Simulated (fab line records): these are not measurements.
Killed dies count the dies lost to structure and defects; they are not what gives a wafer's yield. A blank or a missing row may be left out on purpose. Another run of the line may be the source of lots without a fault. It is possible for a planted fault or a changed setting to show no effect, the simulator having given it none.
A lot that was struck, set against a sound lot + flow berkeleyCmos170 + 31 steps out of a route of 331
Sound: wafers L114.2, L114.3, L114.4. Wafers L999.1, L999.3, L999.4 were the ones struck. At the end, the cause is stated.
Each step with rows lists, per side, the tool, then ch with its chambers, then its first start. Under that, the readings that differ: sound wafers + struck wafers + difference of the means + sigmas: that difference in standard deviations of wafers without a fault.
alike: a reading whose means differ by less than 2 such deviations, as well as words and numbers matching on both sides. not compared: withheld readings; readings where some wafer has no value; bounds like >300 that might hide an equal value; numbers whose values overlap and for which the record gives no deviation.
A row with sigmas, a row that says differs or no value, or rows on one side alone: a step with any of these is where the two part. Numbers that have no deviation but don't overlap get no sigmas and don't part them. A reading that every wafer of one side lacks parts them only if that side has two wafers or more.

UCB170_SDANNEAL_RTA_01: time 5 s.
  sound on rtpAnneal-01 ch 0, day 11 09:49; struck on rtpAnneal-02 ch 0, day 8 13:31
| reading          | sound          | struck         | difference | sigmas |
|------------------|----------------|----------------|------------|--------|
| lampPowerPct (%) | 40.6 40.5 40.6 | 37.6 37.5 37.5 | -3.0       | -2     |
  alike: chamberO2Ppm, wafer_temp_C_max
UCB170_SDANNEAL_RS_MEAS_02: the measuring method here is four-point-probe.
  sound: filmMetro-02 at day 11 09:53; struck: filmMetro-03 at day 8 13:35
  alike: PSD_RS
UCB170_SDANNEAL_RS_MEAS_03: the measuring method here is four-point-probe.
  sound: filmMetro-02 at day 11 10:01; struck: filmMetro-03 at day 8 13:42
  alike: NSD_RS
UCB170_SDANNEAL_RS_MEAS_04: the measuring method here is four-point-probe.
  sound: filmMetro-02 at day 11 10:08; struck: filmMetro-03 at day 8 13:49
  alike: PLDD_RS
UCB170_SDANNEAL_RS_MEAS_05: the measuring method here is four-point-probe.
  sound: filmMetro-02 at day 11 10:15; struck: filmMetro-03 at day 8 13:56
  alike: NLDD_RS
then, 2 steps without rows for these wafers: UCB170_SILICIDE_PRE_CLEAN_00 (preclean etch time 60 s); UCB170_SILICIDE_SPUTTER_01 (material Ti, target thk 30 nm, time 25 s).
UCB170_SILICIDE_RS_MEAS_02: the measuring method here is four-point-probe.
  sound: filmMetro-04 at day 11 10:28; struck: filmMetro-04 at day 8 14:09
  alike: SILICIDE_TI_RS
UCB170_SILICIDE_THK_MEAS_03: measures by xrf.
  sound: filmMetro-04 at day 11 10:34; struck: filmMetro-04 at day 8 14:16
  alike: SILICIDE_TI_THK
UCB170_SILICIDE_RTA_04: time 15 s.
  sound on rtpAnneal-02 ch 0, day 11 10:38; struck on rtpAnneal-01 ch 0, day 8 14:20
| reading          | sound          | struck         | difference | sigmas |
|------------------|----------------|----------------|------------|--------|
| lampPowerPct (%) | 10.4 10.4 10.4 | 11.3 11.3 11.3 | +0.9       | +2     |
  alike: chamberO2Ppm, wafer_temp_C_max
then, 2 steps without rows for these wafers: UCB170_SILICIDE_WET_ETCH_05 (etches Ti in SPM, time 45 s); UCB170_CONTACT_CLEAN_00 (cleans in SPM, time 600 s).
UCB170_CONTACT_CVD_01: deposits PSG from SiH4/O2/PH3, target thk 700 nm, time 2820 s.
  sound on lpcvd-02 ch 1, day 11 13:32; struck on lpcvd-01 ch 1, day 8 14:37
| reading                                | sound             | struck         | difference | sigmas |
|----------------------------------------|-------------------|----------------|------------|--------|
| model.PSG_of_CONTACT_CVD_01.thkNm (nm) | 702.2 700.1 691.9 | 1279 1279 1276 | +580       |        |
UCB170_CONTACT_THK_MEAS_02:
  sound: filmMetro-03 at day 11 15:20; struck: filmMetro-03 at day 8 16:23
| reading              | sound       | struck         | difference | sigmas |
|----------------------|-------------|----------------|------------|--------|
| CONTACT_PSG_THK (nm) | 702 700 692 | 1280 1279 1275 | +580       | +92    |
then, 3 steps without rows for these wafers: UCB170_CONTACT_HMDS_03 (prime time 60 s); UCB170_CONTACT_COAT_04 (resist thk 900 nm); UCB170_CONTACT_SOFTBAKE_05 (time 60 s).
UCB170_CONTACT_STRIP_06: strips in O2.
  sound on plasmaAsher-01 ch 0,1, day 11 15:59; struck on plasmaAsher-02 ch 0,1, day 8 16:54
  alike: drypumpMotorCurrentA, oesProductAu, stripTimeToEndpointS
  not compared: rfHoursCounterH
then, 1 step without rows for these wafers: UCB170_CONTACT_CLEAN_07 (cleans in SPM, time 600 s).
UCB170_CONTACT_RTA_08: time 10 s.
  sound on rtpAnneal-01 ch 0, day 11 16:17; struck on rtpAnneal-02 ch 0, day 8 17:10
  alike: chamberO2Ppm, lampPowerPct, wafer_temp_C_max
then, 6 steps without rows for these wafers: UCB170_CONTACT_COAT_09; UCB170_CONTACT_COAT_10 (resist thk 900 nm); UCB170_CONTACT_SOFTBAKE_11 (time 60 s); UCB170_CONTACT_EXPOSE_12 (exposes mask CONT, target cd 700 nm); UCB170_CONTACT_PEB_13; UCB170_CONTACT_DEVELOP_14 (develop time 45 s).
UCB170_CONTACT_CD_MEAS_15: the cd target is 700 nm.
  sound: cdSem-01 at day 11 17:42; struck: cdSem-02 at day 8 18:05
  alike: cdNm
UCB170_CONTACT_OVL_MEAS_16:
  sound: overlay-01 at day 11 17:49; struck: overlay-02 at day 8 18:12
  alike: CONTACT_OVL
UCB170_CONTACT_ETCH_17: etches BARC in N2/H2.
  sound on rieDiel-04 ch 0,1,2, day 11 17:50; struck on rieDiel-01 ch 0,1,2, day 8 18:14
  alike: drypumpMotorCurrentA, oesProductAu, throttleValvePct
UCB170_CONTACT_ETCH_18: etches PSG in CHF3/CF4/Ar, stops on TiSi2, target depth 840 nm, time 195 s.
  sound on rieDiel-04 ch 0,1,2; struck on rieDiel-01 ch 0,1,2
| reading                           | sound             | struck            | difference | sigmas |
|-----------------------------------|-------------------|-------------------|------------|--------|
| oesProductAu (a.u.)               | 0.894 0.900 0.884 | 1.005 0.985 1.015 | +0.109     | +11    |
| model.CONTACT.featureDepthNm (nm) | 702.2 700.1 691.9 | 844.9 843.6 854.6 | +149.6     |        |
| model.etch.depthNm (nm)           | 702.2 700.1 691.9 | 844.9 843.6 854.6 | +149.6     |        |
  alike: drypumpMotorCurrentA, throttleValvePct
  not compared: rfHoursCounterH
then, 1 step without rows for these wafers: UCB170_CONTACT_STRIP_19 (strips in O2).

## WHERE THEY PART
Earliest at UCB170_SDANNEAL_RTA_01; latest, in this record, at UCB170_CONTACT_ETCH_18.

WHY: what had been put in by the simulator
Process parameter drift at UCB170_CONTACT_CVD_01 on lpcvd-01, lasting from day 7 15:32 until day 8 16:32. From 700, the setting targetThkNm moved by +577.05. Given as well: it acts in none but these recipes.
